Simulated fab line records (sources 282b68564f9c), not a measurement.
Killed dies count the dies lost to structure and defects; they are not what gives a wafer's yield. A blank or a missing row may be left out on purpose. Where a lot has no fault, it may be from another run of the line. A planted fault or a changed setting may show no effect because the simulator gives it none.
Problem report, 8D (eight disciplines) form, completed by code | flow rit_cmos | the parts of the form that need people (team, actions taken, sign-off) are left out

## 1. THE PROBLEM
Mean NWELL_RS at RIT_WELLDRIVE_RS_MEAS_01: 296.1 ohm/sq over 12 wafers in 4 lots; fault-free wafers: 275.2 ohm/sq, standard deviation 0.6. That is +35 standard deviations from the usual mean.
The step: measures by four-point-probe.
The first sign was on wafer L826.1 at day 6 00:22, on film_metro-01. At this step, 48 wafers from 16 lots have a number in the record. Rule for "out", or "out of limits": more than 4 standard deviations from the usual mean. All remaining wafers that have a number are taken as sound.

## 2. WHAT IT IS, WHAT IT ISN'T
question                    | is                                          | is not
which readings at this step | NWELL_RS                                    | -
which lots                  | L826, L827, L828, L829                      | L810, L812, L813, L816, L817, L819, L820, L821, L822, L823, L830, L833
which wafers of those lots  | all that have a number                      | -
read on which gauges        | film_metro-01, film_metro-03, film_metro-04 | -
when                        | from day 6 00:22                            | up to then (30 sound wafers); but 6 sound wafers of L830, L833 came after

## 3. THE SUSPECTS, EACH WITH WHAT RULES IT OUT
Counting: a tool at a process step up to the reading stays a suspect if it ran every lot that is out and no sound lot after the first of them.
- ruled out: the gauge at RIT_WELLDRIVE_RS_MEAS_01. 3 gauges (film_metro-01, film_metro-03, film_metro-04) read the wafers that are out.
- furnace-01 at RIT_WELLDRIVE_ANNEAL_00 (time 14700 s): kept. It ran every lot that is out, first L826 (day 5 19:16), and no sound lot after that; its last sound lot up to then is L822 (day 5 01:44). Its own readings are out on those wafers: spike_tc_centre_C, spike_tc_load_C, spike_tc_source_C, tube_center_temp_C, tube_center_temp_C_max.
Remaining after the count: furnace-01 at RIT_WELLDRIVE_ANNEAL_00.

## 4. THE CAUSE (what the simulator had put in)
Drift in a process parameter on furnace-01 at RIT_WELLDRIVE_ANNEAL_00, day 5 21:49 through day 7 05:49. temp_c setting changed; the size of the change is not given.
After counting, this tool was the only one left.

## 5. SEQUENCE OF EFFECTS, ordered by route
Each row: a reading where the mean over the struck wafers with a number is more than 3 standard deviations away from the usual. Readings are gone through only where the record gives a usual standard deviation; hours: the median, over the lots, of the time from a lot's start at the first step in this table giving one to that lot's start at this step; sigmas: the change measured in usual standard deviations.
hours | step                     | reading                | usual        | on struck wafers | change | sigmas
0     | RIT_WELLDRIVE_ANNEAL_00  | spike_tc_centre_C      | 1101.8 C     | 1084.2           | -17.6  | -12
0     | RIT_WELLDRIVE_ANNEAL_00  | spike_tc_load_C        | 1126 C       | 1104             | -22    | -6.7
0     | RIT_WELLDRIVE_ANNEAL_00  | spike_tc_source_C      | 1126 C       | 1102             | -24    | -5.7
0     | RIT_WELLDRIVE_ANNEAL_00  | tube_center_temp_C     | 1100 C       | 1082             | -18    | -99 or more
0     | RIT_WELLDRIVE_ANNEAL_00  | tube_center_temp_C_max | 1102.8       | 1084.9           | -17.9  | -42
5     | RIT_WELLDRIVE_RS_MEAS_01 | NWELL_RS               | 275.2 ohm/sq | 296.1            | +20.9  | +35
5     | RIT_WELLDRIVE_RS_MEAS_02 | PWELL_RS               | 429.3 ohm/sq | 448.9            | +19.6  | +18
Here are the process steps it includes:
- RIT_WELLDRIVE_ANNEAL_00: time 14700 s.

## 6. WHAT WOULD HAVE CAUGHT IT SOONER
In this record the first reading out of limits at a measuring or inspecting step was taken at day 6 00:22, 3 hours after the fault began at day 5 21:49.
Tool's own readings at RIT_WELLDRIVE_ANNEAL_00, spike_tc_centre_C, spike_tc_load_C, spike_tc_source_C, tube_center_temp_C, tube_center_temp_C_max: out on all struck wafers the step has rows for; an alarm limit on them would have tripped on the first.
The start of RIT_WELLDRIVE_ANNEAL_00 on furnace-01 came by day 6 00:22 for every one of the lots that are out (4). None of them would have been spared by holding the tool at that moment.
